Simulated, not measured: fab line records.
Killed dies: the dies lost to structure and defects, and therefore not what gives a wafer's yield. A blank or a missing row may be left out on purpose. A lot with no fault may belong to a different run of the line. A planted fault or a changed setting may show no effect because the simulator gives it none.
What tool caused it? -- flow berkeley_cmos170 -- 13 lots with 39 wafers sampled at 4 steps, on a route of 331 steps

WHAT THE GAUGES SHOWED, per wafer
UCB170_M3_BOW_MEAS_20. Usual: M3_BOW gives 36 um (standard deviation 6.3).
lot,measured,on,M3_BOW (um),flag
L780,day 9 08:12,film_metro-03,44 33 21,
L781,day 9 10:54,film_metro-03,22 32 34,
L784,day 10 08:20,film_metro-02,35 38 30,
L791,day 11 14:55,film_metro-04,35 41 35,
L792,day 12 03:41,film_metro-04,41 34 34,
L794,day 12 10:17,film_metro-02,35 36 44,
L795,day 12 09:00,film_metro-02,35 33 46,
L797,day 13 00:43,film_metro-04,29 28 43,
L796,day 13 01:33,film_metro-03,41 46 43,
L801,day 13 09:13,film_metro-02,43 39 50,
L799,day 13 09:32,film_metro-04,35 36 44,
L800,day 13 13:51,film_metro-04,30 39 32,
L802,day 13 19:36,film_metro-03,37 32 40,

TOOL THAT RAN EACH LOT (tool first, then ch and the chambers of the sampled wafers, then the start)
lot,UCB170_V1_CLEAN_05,UCB170_V2_CMP_02,UCB170_M3_STRIP_19
L780,"wet_bench-01 ch 3, day 8 21:08","cmp-01 ch 0,1,3, day 9 01:46","plasma_asher-04 ch 0,1, day 9 07:58"
L781,"wet_bench-02 ch 3, day 8 22:46","cmp-01 ch 1,2,3, day 9 03:44","plasma_asher-03 ch 1, day 9 10:41"
L784,"wet_bench-02 ch 1, day 9 22:59","cmp-02 ch 1,2,3, day 10 03:38","plasma_asher-01 ch 0,1, day 10 08:07"
L791,"wet_bench-03 ch 3, day 11 04:21","cmp-01 ch 2,3, day 11 09:25","plasma_asher-01 ch 0,1, day 11 14:38"
L792,"wet_bench-01 ch 1, day 11 12:50","cmp-02 ch 1,3, day 11 17:37","plasma_asher-03 ch 0,1, day 12 03:27"
L794,"wet_bench-03 ch 0, day 11 21:40","cmp-02 ch 0,2,3, day 12 05:07","plasma_asher-04 ch 0,1, day 12 10:00"
L795,"wet_bench-03 ch 3, day 11 21:40","cmp-01 ch 1,2,3, day 12 04:11","plasma_asher-04 ch 0,1, day 12 08:46"
L797,"wet_bench-02 ch 0, day 12 13:14","cmp-01 ch 0,1,3, day 12 17:59","plasma_asher-04 ch 0,1, day 13 00:29"
L796,"wet_bench-02 ch 2, day 12 14:35","cmp-02 ch 2,3, day 12 19:23","plasma_asher-01 ch 0,1, day 13 01:19"
L801,"wet_bench-01 ch 1, day 12 22:08","cmp-02 ch 2,3, day 13 03:29","plasma_asher-04 ch 0,1, day 13 08:59"
L799,"wet_bench-03 ch 0, day 12 22:42","cmp-01 ch 0,2, day 13 03:47","plasma_asher-01 ch 1, day 13 09:19"
L800,"wet_bench-01 ch 1, day 13 02:34","cmp-02 ch 0,1,3, day 13 08:52","plasma_asher-01 ch 0,1, day 13 13:38"
L802,"wet_bench-01 ch 2, day 13 07:15","cmp-02 ch 0,2,3, day 13 12:24","plasma_asher-01 ch 0,1, day 13 19:22"
- UCB170_V1_CLEAN_05: cleans in DIW.
- UCB170_V2_CMP_02: polishes SiO2.
- UCB170_M3_STRIP_19: strips in O2.

AS READ BY THE TOOLS THEMSELVES (means over the sampled wafers that have a number; for cases with no such wafer, the mark the record gives instead)
UCB170_V2_CMP_02. Usual: head_pressure_psi 6.001 psi, standard deviation 0.012; motor_current_A 16.5 A, standard deviation 1.5; retaining_ring_pressure_frac 1.000, standard deviation 0.0043.
lot,tool,head_pressure_psi (psi),motor_current_A (A),retaining_ring_pressure_frac,flag
L780,cmp-01,6.005,16.2,0.996,
L781,cmp-01,6.002,16.9,0.999,
L784,cmp-02,5.998,17.3,1.002,
L791,cmp-01,6.000,17.3,0.995,
L792,cmp-02,6.006,17.1,1.002,
L794,cmp-02,6.007,16.0,0.997,
L795,cmp-01,6.008,16.6,0.996,
L797,cmp-01,6.009,16.6,1.007,
L796,cmp-02,5.994,16.4,0.996,
L801,cmp-02,6.005,17.2,1.001,
L799,cmp-01,5.997,17.0,0.996,
L800,cmp-02,6.004,15.5,1.003,
L802,cmp-02,5.991,15.8,0.998,

UCB170_M3_STRIP_19. Usual: drypump_motor_current_A 5.9 A, standard deviation 0.41; oes_product_au 0.544 a.u., standard deviation 0.015.
lot,tool,drypump_motor_current_A (A),oes_product_au (a.u.),flag
L780,plasma_asher-04,5.4,0.552,
L781,plasma_asher-03,5.5,0.548,
L784,plasma_asher-01,6.3,0.543,
L791,plasma_asher-01,6.2,0.539,
L792,plasma_asher-03,5.5,0.554,
L794,plasma_asher-04,5.4,0.554,
L795,plasma_asher-04,5.4,0.557,
L797,plasma_asher-04,5.4,0.558,
L796,plasma_asher-01,6.3,0.533,
L801,plasma_asher-04,5.7,0.554,
L799,plasma_asher-01,6.2,0.527,
L800,plasma_asher-01,6.3,0.558,
L802,plasma_asher-01,6.3,0.541,

THE ANSWER, worked out from the rows above alone
Rule: lot off if the mean of its wafers having a number is beyond 3 standard deviations from the usual mean. Also off: a lot with no number at a reading for which 4 or more lots have one. Any other lot the step has rows for is counted as sound. Order of review: gauges by route order, followed by the tools' own readings, for which a lot's mean as printed above is used. The first step at which some lot is off is used, and at that step the reading that is off furthest; a lot without a number counts as furthest.
No lot is off on any of the readings shown, so nothing can be concluded from this.

WHAT THE SIMULATOR HAD INSERTED
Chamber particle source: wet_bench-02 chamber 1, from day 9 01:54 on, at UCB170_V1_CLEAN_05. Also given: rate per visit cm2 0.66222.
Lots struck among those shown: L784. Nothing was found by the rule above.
